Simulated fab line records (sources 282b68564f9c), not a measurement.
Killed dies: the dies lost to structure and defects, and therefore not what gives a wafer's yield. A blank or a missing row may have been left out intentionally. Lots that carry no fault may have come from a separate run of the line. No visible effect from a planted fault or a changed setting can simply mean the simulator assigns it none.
Which of the tools did it? || flow rit_cmos || 42 wafers from 14 lots sampled at 3 of the route's 202 steps

WHAT THE GAUGES READ, wafer by wafer
RIT_PWELL_OVL_MEAS_06.
{"lot": "L549", "measured": "day 2 08:08", "on": "overlay-01", "PWELL_OVL (nm)": "0.1 1.9 0.7"}
{"lot": "L550", "measured": "day 2 10:20", "on": "overlay-02", "PWELL_OVL (nm)": "1.7 1.5 2.6"}
{"lot": "L553", "measured": "day 2 23:01", "on": "overlay-01", "PWELL_OVL (nm)": "- - -"}
{"lot": "L554", "measured": "day 3 03:58", "on": "overlay-02", "PWELL_OVL (nm)": "- - -"}
{"lot": "L560", "measured": "day 4 10:01", "on": "overlay-01", "PWELL_OVL (nm)": "0.2 -0.3 -0.2"}
{"lot": "L561", "measured": "day 4 15:24", "on": "overlay-01", "PWELL_OVL (nm)": "-0.4 -0.5 -1.2"}
{"lot": "L562", "measured": "day 4 20:57", "on": "overlay-02", "PWELL_OVL (nm)": "0.2 -0.6 -0.7"}
{"lot": "L563", "measured": "day 5 00:49", "on": "overlay-02", "PWELL_OVL (nm)": "0.4 -0.6 -0.1"}
{"lot": "L564", "measured": "day 5 06:04", "on": "overlay-01", "PWELL_OVL (nm)": "-0.8 -2.4 -1.8"}
{"lot": "L565", "measured": "day 5 12:20", "on": "overlay-02", "PWELL_OVL (nm)": "0.1 0.3 0.6"}
{"lot": "L566", "measured": "day 5 16:49", "on": "overlay-01", "PWELL_OVL (nm)": "-2.0 -2.1 -2.9"}
{"lot": "L567", "measured": "day 5 23:03", "on": "overlay-01", "PWELL_OVL (nm)": "3.6 0.8 1.0"}
{"lot": "L568", "measured": "day 6 02:29", "on": "overlay-01", "PWELL_OVL (nm)": "-0.1 -0.8 -0.4"}
{"lot": "L569", "measured": "day 6 08:13", "on": "overlay-02", "PWELL_OVL (nm)": "-1.3 -2.0 -0.5"}

TOOL THAT RAN EACH LOT (tool first, then ch and the chambers of the sampled wafers, then the start)
{"lot": "L549", "RIT_ACTIVE_ETCH_13": "rie_diel-02 ch 1,2,3, day 2 01:05", "RIT_PWELL_COAT_01": "litho_track-01 ch 0, day 2 07:22"}
{"lot": "L550", "RIT_ACTIVE_ETCH_13": "rie_diel-03 ch 0,1,2, day 2 03:05", "RIT_PWELL_COAT_01": "litho_track-03 ch 0, day 2 09:29"}
{"lot": "L553", "RIT_ACTIVE_ETCH_13": "rie_diel-03 ch 0,1,3, day 2 15:50", "RIT_PWELL_COAT_01": "litho_track-03, day 2 22:06"}
{"lot": "L554", "RIT_ACTIVE_ETCH_13": "rie_diel-03 ch 0,1,3, day 2 20:43", "RIT_PWELL_COAT_01": "litho_track-03, day 3 03:09"}
{"lot": "L560", "RIT_ACTIVE_ETCH_13": "rie_diel-03 ch 1,2,3, day 4 02:43", "RIT_PWELL_COAT_01": "litho_track-03 ch 0, day 4 09:16"}
{"lot": "L561", "RIT_ACTIVE_ETCH_13": "rie_diel-03 ch 1,3, day 4 07:50", "RIT_PWELL_COAT_01": "litho_track-01 ch 0, day 4 14:41"}
{"lot": "L562", "RIT_ACTIVE_ETCH_13": "rie_diel-02 ch 0,2, day 4 12:43", "RIT_PWELL_COAT_01": "litho_track-04 ch 0, day 4 20:13"}
{"lot": "L563", "RIT_ACTIVE_ETCH_13": "rie_diel-04 ch 1,2, day 4 17:50", "RIT_PWELL_COAT_01": "litho_track-03 ch 0, day 5 00:05"}
{"lot": "L564", "RIT_ACTIVE_ETCH_13": "rie_diel-03 ch 0,1,2, day 4 22:49", "RIT_PWELL_COAT_01": "litho_track-04 ch 0, day 5 05:20"}
{"lot": "L565", "RIT_ACTIVE_ETCH_13": "rie_diel-02 ch 0,2,3, day 5 03:50", "RIT_PWELL_COAT_01": "litho_track-03 ch 0, day 5 11:28"}
{"lot": "L566", "RIT_ACTIVE_ETCH_13": "rie_diel-02 ch 1,2, day 5 08:43", "RIT_PWELL_COAT_01": "litho_track-03 ch 0, day 5 15:58"}
{"lot": "L567", "RIT_ACTIVE_ETCH_13": "rie_diel-04 ch 1,2,3, day 5 15:14", "RIT_PWELL_COAT_01": "litho_track-01 ch 0, day 5 22:12"}
{"lot": "L568", "RIT_ACTIVE_ETCH_13": "rie_diel-03 ch 3, day 5 19:08", "RIT_PWELL_COAT_01": "litho_track-03 ch 0, day 6 01:32"}
{"lot": "L569", "RIT_ACTIVE_ETCH_13": "rie_diel-02 ch 1,2, day 6 00:01", "RIT_PWELL_COAT_01": "litho_track-04 ch 0, day 6 07:18"}
- RIT_ACTIVE_ETCH_13: etches Si3N4 in SF6, stops on SiO2, time 210 s, target depth 210 nm.
- RIT_PWELL_COAT_01: resist thk 1300 nm.

WHAT THE TOOLS THEMSELVES READ (means of the sampled wafers that have a number; where no wafer has one, the mark that the record gives instead)
RIT_ACTIVE_ETCH_13.
{"lot": "L549", "tool": "rie_diel-02", "drypump_motor_current_A (A)": 6.0, "oes_product_au (a.u.)": 0.819, "throttle_valve_pct (%)": 7.59}
{"lot": "L550", "tool": "rie_diel-03", "drypump_motor_current_A (A)": 5.7, "oes_product_au (a.u.)": 0.820, "throttle_valve_pct (%)": 7.47}
{"lot": "L553", "tool": "rie_diel-03", "drypump_motor_current_A (A)": 5.9, "oes_product_au (a.u.)": 0.821, "throttle_valve_pct (%)": 7.43}
{"lot": "L554", "tool": "rie_diel-03", "drypump_motor_current_A (A)": 5.9, "oes_product_au (a.u.)": 0.821, "throttle_valve_pct (%)": 7.44}
{"lot": "L560", "tool": "rie_diel-03", "drypump_motor_current_A (A)": 5.7, "oes_product_au (a.u.)": 0.838, "throttle_valve_pct (%)": 7.43}
{"lot": "L561", "tool": "rie_diel-03", "drypump_motor_current_A (A)": 6.1, "oes_product_au (a.u.)": 0.831, "throttle_valve_pct (%)": 7.33}
{"lot": "L562", "tool": "rie_diel-02", "drypump_motor_current_A (A)": 5.2, "oes_product_au (a.u.)": 0.829, "throttle_valve_pct (%)": 7.53}
{"lot": "L563", "tool": "rie_diel-04", "drypump_motor_current_A (A)": 5.9, "oes_product_au (a.u.)": 0.822, "throttle_valve_pct (%)": 7.43}
{"lot": "L564", "tool": "rie_diel-03", "drypump_motor_current_A (A)": 5.7, "oes_product_au (a.u.)": 0.809, "throttle_valve_pct (%)": 7.46}
{"lot": "L565", "tool": "rie_diel-02", "drypump_motor_current_A (A)": 5.6, "oes_product_au (a.u.)": 0.806, "throttle_valve_pct (%)": 7.57}
{"lot": "L566", "tool": "rie_diel-02", "drypump_motor_current_A (A)": 5.8, "oes_product_au (a.u.)": 0.807, "throttle_valve_pct (%)": 7.59}
{"lot": "L567", "tool": "rie_diel-04", "drypump_motor_current_A (A)": 5.5, "oes_product_au (a.u.)": 0.815, "throttle_valve_pct (%)": 7.59}
{"lot": "L568", "tool": "rie_diel-03", "drypump_motor_current_A (A)": 5.8, "oes_product_au (a.u.)": 0.835, "throttle_valve_pct (%)": 7.43}
{"lot": "L569", "tool": "rie_diel-02", "drypump_motor_current_A (A)": 5.8, "oes_product_au (a.u.)": 0.807, "throttle_valve_pct (%)": 7.59}

RIT_PWELL_COAT_01.
{"lot": "L549", "tool": "litho_track-01", "chill_plate_temp_C (C)": 22.82, "dispense_pressure_kPa (kPa)": 45.1}
{"lot": "L550", "tool": "litho_track-03", "chill_plate_temp_C (C)": 23.01, "dispense_pressure_kPa (kPa)": 49.2}
{"lot": "L553", "tool": "litho_track-03", "chill_plate_temp_C (C)": "-", "dispense_pressure_kPa (kPa)": "-"}
{"lot": "L554", "tool": "litho_track-03", "chill_plate_temp_C (C)": "-", "dispense_pressure_kPa (kPa)": "-"}
{"lot": "L560", "tool": "litho_track-03", "chill_plate_temp_C (C)": 22.95, "dispense_pressure_kPa (kPa)": 49.3}
{"lot": "L561", "tool": "litho_track-01", "chill_plate_temp_C (C)": 22.97, "dispense_pressure_kPa (kPa)": 45.1}
{"lot": "L562", "tool": "litho_track-04", "chill_plate_temp_C (C)": 23.06, "dispense_pressure_kPa (kPa)": 49.5}
{"lot": "L563", "tool": "litho_track-03", "chill_plate_temp_C (C)": 23.05, "dispense_pressure_kPa (kPa)": 49.3}
{"lot": "L564", "tool": "litho_track-04", "chill_plate_temp_C (C)": 22.98, "dispense_pressure_kPa (kPa)": 49.5}
{"lot": "L565", "tool": "litho_track-03", "chill_plate_temp_C (C)": 22.86, "dispense_pressure_kPa (kPa)": 49.3}
{"lot": "L566", "tool": "litho_track-03", "chill_plate_temp_C (C)": 22.99, "dispense_pressure_kPa (kPa)": 49.3}
{"lot": "L567", "tool": "litho_track-01", "chill_plate_temp_C (C)": 22.85, "dispense_pressure_kPa (kPa)": 45.1}
{"lot": "L568", "tool": "litho_track-03", "chill_plate_temp_C (C)": 23.13, "dispense_pressure_kPa (kPa)": 49.3}
{"lot": "L569", "tool": "litho_track-04", "chill_plate_temp_C (C)": 22.97, "dispense_pressure_kPa (kPa)": 49.5}

THE ANSWER, worked out from the rows above alone
Rule: the lots themselves supply what counts as usual. Put in order of their means at a reading, lots are off if they are a third of the lots or fewer, leave a main group of 4 or more, and stand apart from it by a gap of 3 or more times the standard deviation of the main group's means; of several such gaps the widest counts. The tables above print the reading to a certain number of digits; a main group whose means all agree to those digits is not used. A lot without any number at a reading at which 4 lots or more have one is off too. The other lots that the step has rows for count as sound. First the gauges in route order, then the tools' own readings, where a lot's mean is used as printed above. At the first step where some lot is off, the reading lying furthest off is the one used; lots without a number count as furthest.
Off: at RIT_PWELL_OVL_MEAS_06 (PWELL_OVL), L553, L554. Without a number there: L553, L554. For the main group the mean is -0.2 nm and the standard deviation 1.2.
If a tool, at a process step before that reading, ran all the lots that are off and no sound lot after the first of them, it fits. Not tried: the gauges at RIT_PWELL_OVL_MEAS_06; whatever is off there is also off at RIT_PWELL_COAT_01, on other tools, and gauge error can't account for it. Of those tried, none fits.

WHAT THE SIMULATOR PUT IN
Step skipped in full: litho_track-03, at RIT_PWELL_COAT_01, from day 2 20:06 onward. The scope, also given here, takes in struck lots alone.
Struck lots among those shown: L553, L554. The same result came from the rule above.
